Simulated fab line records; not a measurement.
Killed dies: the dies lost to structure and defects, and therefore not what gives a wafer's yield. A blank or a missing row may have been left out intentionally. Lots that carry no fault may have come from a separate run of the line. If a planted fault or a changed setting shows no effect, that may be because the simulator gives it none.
2 desks, one fault || flow berkeley cmos170 || only its own numbers are on each desk; what lay behind them is given at the end

## METROLOGY DESK
What the gauges read, lot by lot, whatever tool the lot ran on: means of the sampled wafers that have a number. Marked OUT: a lot whose mean sits more than 4 standard deviations from the usual mean, which makes it out of limits; the brackets give that distance.
Columns: A = NWELL_NITRIDE_THK at UCB170_NWELL_THK_MEAS_05, usual 224.1 nm; B = NWELL_OVL at UCB170_NWELL_OVL_MEAS_12, usual 1 nm
{"lot": "L293", "first seen here": "day 2 13:09", "A": 222.8, "B": 2}
{"lot": "L296", "first seen here": "day 2 22:22", "A": 226.3, "B": -2}
{"lot": "L297", "first seen here": "day 3 05:29", "A": 224.2, "B": -1}
{"lot": "L299", "first seen here": "day 3 13:41", "A": 224.2, "B": -4}
{"lot": "L304", "first seen here": "day 4 21:53", "A": 223.7, "B": -1}
{"lot": "L305", "first seen here": "day 4 21:53", "A": 224.7, "B": -3}
{"lot": "L306", "first seen here": "day 5 02:19", "A": 221.8, "B": -4}
{"lot": "L307", "first seen here": "day 5 07:38", "A": 227.0, "B": 4}
{"lot": "L308", "first seen here": "day 5 07:38", "A": 222.7, "B": 4}
{"lot": "L309", "first seen here": "day 5 11:43", "A": 224.0, "B": -11}
{"lot": "L310", "first seen here": "day 5 19:32", "A": 226.7, "B": 1}
{"lot": "L311", "first seen here": "day 5 23:48", "A": 225.5, "B": 4}
{"lot": "L313", "first seen here": "day 6 07:28", "A": 222.7, "B": -3}
{"lot": "L314", "first seen here": "day 6 10:24", "A": 225.3, "B": 2}
Result from this desk: across the 14 lots, nothing is out of limits.

## FOR THE TOOL OWNER'S DESK: rie metal-02
The tool's own readings at UCB170_M1_METAL_ETCH_12 (etches Al in Cl2/BCl3, stops on PSG, target depth 780 nm, time 130 s): means of the sampled wafers that have a number, for each lot that ran on this tool. Marked OUT: a lot whose mean sits more than 4 standard deviations from the usual mean, which makes it out of limits; the brackets give that distance.
Columns: A = bias w at UCB170_M1_METAL_ETCH_12, usual 119.9 W; B = drypump motor current A at UCB170_M1_METAL_ETCH_12, usual 5.6 A; C = oes product au at UCB170_M1_METAL_ETCH_12, usual 0.846 a.u.; D = throttle valve pct at UCB170_M1_METAL_ETCH_12, usual 24.44 %
{"lot": "L293", "first seen here": "day 8 00:40", "A": 119.8, "B": 5.7, "C": 0.850, "D": 24.47}
{"lot": "L299", "first seen here": "day 8 21:34", "A": 119.9, "B": 5.6, "C": 0.831, "D": 24.54}
{"lot": "L306", "first seen here": "day 10 09:34", "A": "148.2 (+79) OUT", "B": 5.7, "C": 0.843, "D": 24.41}
{"lot": "L307", "first seen here": "day 10 15:26", "A": "134.0 (+39) OUT", "B": 5.7, "C": 0.850, "D": 24.46}
This desk's finding: out of limits on L306, L307; first on L306, day 10 09:34 (bias w at UCB170_M1_METAL_ETCH_12). Within limits: L293, L299.

## TAKEN TOGETHER
At day 10 09:34, on L306, L307, the tool owner's desk was in a position to raise an alarm.
At the metrology desk, nothing out of limits was observed.
The metrology desk holds a record of L306, L307, inside its limits.
Of the lots named, all ran UCB170_M1_METAL_ETCH_12 on rie metal-02.

## WHAT THE SIMULATOR PUT IN
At UCB170_M1_METAL_ETCH_12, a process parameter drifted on rie metal-02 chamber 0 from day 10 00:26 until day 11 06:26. From 120, the setting bias w moved by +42. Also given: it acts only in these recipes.
Shown lots that were struck: L306, L307.
Each desk's first reading out of limits, in hours after the fault started: the tool owner's desk, 9.
